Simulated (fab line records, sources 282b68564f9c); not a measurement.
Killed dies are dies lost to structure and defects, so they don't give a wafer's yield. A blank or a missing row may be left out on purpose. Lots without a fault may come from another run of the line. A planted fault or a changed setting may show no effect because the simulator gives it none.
Which tool did it? | flow rit_cmos | 15 lots, 45 wafers sampled, at 2 steps of a route of 202

WHAT THE GAUGES READ, wafer by wafer
The record holds no reading of a measuring or inspecting step that can be judged against a usual standard deviation.

WHICH TOOL RAN EACH LOT (tool, then ch and the chambers of the sampled wafers, then the start)
lot  | RIT_PLDD_HARDBAKE_07             | RIT_M1_PROBE_99
L779 | litho_track-04 ch 0, day 2 19:08 | prober-01, day 3 10:43
L781 | litho_track-04 ch 0, day 3 05:32 | prober-01, day 3 20:31
L782 | litho_track-03 ch 0, day 3 10:08 | prober-02, day 4 01:34
L783 | litho_track-04 ch 0, day 3 13:59 | prober-01, day 4 03:58
L784 | litho_track-04 ch 0, day 3 20:35 | prober-02, day 4 11:26
L786 | litho_track-04 ch 0, day 4 06:45 | prober-02, day 4 20:50
L788 | litho_track-02 ch 0, day 4 15:34 | prober-02, day 5 08:14
L792 | litho_track-02 ch 0, day 5 16:14 | prober-02, day 6 06:09
L793 | litho_track-03 ch 0, day 5 18:37 | prober-01, day 6 08:59
L795 | litho_track-02 ch 0, day 6 04:15 | prober-01, day 6 19:22
L798 | litho_track-03 ch 0, day 6 19:01 | prober-01, day 7 09:15
L799 | litho_track-02 ch 0, day 7 03:33 | prober-02, day 7 17:35
L800 | litho_track-03 ch 0, day 7 08:47 | prober-01, day 7 23:35
L801 | litho_track-04 ch 0, day 7 10:43 | prober-02, day 8 00:56
L802 | litho_track-04 ch 0, day 7 16:25 | prober-01, day 8 06:04
- RIT_PLDD_HARDBAKE_07: time 60 s.
- RIT_M1_PROBE_99

WHAT THE TOOLS THEMSELVES READ (means of the sampled wafers that have a number; where no wafer has one, the mark that the record gives instead)
RIT_PLDD_HARDBAKE_07. Usual: heater_power_total_W 62.55 W, standard deviation 0.044; plate_temp_C 139.98 C, standard deviation 0.13.
lot  | tool           | heater_power_total_W (W) | plate_temp_C (C) | flag
L779 | litho_track-04 | 62.59                    | 139.85           |
L781 | litho_track-04 | 62.55                    | 139.77           |
L782 | litho_track-03 | 62.59                    | 140.01           |
L783 | litho_track-04 | 60.44                    | 136.42           | OFF
L784 | litho_track-04 | 60.46                    | 136.24           | OFF
L786 | litho_track-04 | 60.40                    | 136.20           | OFF
L788 | litho_track-02 | 62.55                    | 139.98           |
L792 | litho_track-02 | 62.56                    | 140.09           |
L793 | litho_track-03 | 62.57                    | 139.99           |
L795 | litho_track-02 | 62.56                    | 139.93           |
L798 | litho_track-03 | 62.56                    | 140.01           |
L799 | litho_track-02 | 62.54                    | 140.03           |
L800 | litho_track-03 | 62.51                    | 140.07           |
L801 | litho_track-04 | 62.53                    | 139.90           |
L802 | litho_track-04 | 62.51                    | 139.94           |

RIT_M1_PROBE_99. Usual: killed_at_M0_to_M3 0.0, standard deviation 0.14; killed_at_contacts 0.0, standard deviation 0.16; killed_at_front_end 7, standard deviation 3; killed_dies 7, standard deviation 3; killed_on_rim 1.8, standard deviation 1.3; killed_open 3.5, standard deviation 2; killed_short 3.6, standard deviation 2.1.
lot  | tool      | killed_at_M0_to_M3 | killed_at_contacts | killed_at_front_end | killed_dies | killed_on_rim | killed_open | killed_short | flag
L779 | prober-01 | 0.0                | 0.0                | 4                   | 4           | 1.0           | 3.0         | 1.0          |
L781 | prober-01 | 0.0                | 0.0                | 9                   | 9           | 2.7           | 5.3         | 4.0          |
L782 | prober-02 | 0.0                | 0.3                | 8                   | 8           | 1.7           | 3.0         | 5.3          |
L783 | prober-01 | 0.0                | 0.0                | 5                   | 5           | 1.0           | 2.7         | 2.7          |
L784 | prober-02 | 0.0                | 0.0                | 6                   | 6           | 0.7           | 2.3         | 3.3          |
L786 | prober-02 | 0.0                | 0.0                | 7                   | 7           | 1.3           | 3.0         | 3.7          |
L788 | prober-02 | 0.0                | 0.0                | 6                   | 6           | 1.0           | 3.3         | 3.0          |
L792 | prober-02 | 0.0                | 0.0                | 8                   | 8           | 3.3           | 3.0         | 5.0          |
L793 | prober-01 | 0.3                | 0.3                | 6                   | 7           | 2.3           | 2.7         | 4.3          |
L795 | prober-01 | 0.0                | 0.0                | 4                   | 4           | 1.3           | 3.0         | 1.3          |
L798 | prober-01 | 0.3                | 0.0                | 5                   | 5           | 1.7           | 1.7         | 3.7          |
L799 | prober-02 | 0.0                | 0.0                | 10                  | 10          | 1.3           | 4.7         | 5.0          |
L800 | prober-01 | 0.0                | 0.0                | 6                   | 6           | 2.3           | 2.3         | 3.7          |
L801 | prober-02 | 0.0                | 0.0                | 6                   | 6           | 2.0           | 3.3         | 3.0          |
L802 | prober-01 | 0.0                | 0.0                | 9                   | 9           | 2.0           | 5.0         | 3.7          |

THE ANSWER, worked out from the rows above alone
Rule: a lot is off if the mean of its wafers that have a number lies more than 3 standard deviations from the usual mean. A lot without any number at a reading at which 4 lots or more have one is off too. The other lots that the step has rows for count as sound. The gauges are gone through in route order, then the tools' own readings, and for those a lot's mean is taken as printed above. The first step at which some lot is off is used, and at that step the reading that is off furthest; a lot without a number counts as furthest.
Off: L783, L784, L786, at RIT_PLDD_HARDBAKE_07 (heater_power_total_W).
A tool fits if, at that step or a process step before it, it ran every lot that is off, and no sound lot after the first of them. None of those tried fits.

WHAT THE SIMULATOR HAD PUT IN
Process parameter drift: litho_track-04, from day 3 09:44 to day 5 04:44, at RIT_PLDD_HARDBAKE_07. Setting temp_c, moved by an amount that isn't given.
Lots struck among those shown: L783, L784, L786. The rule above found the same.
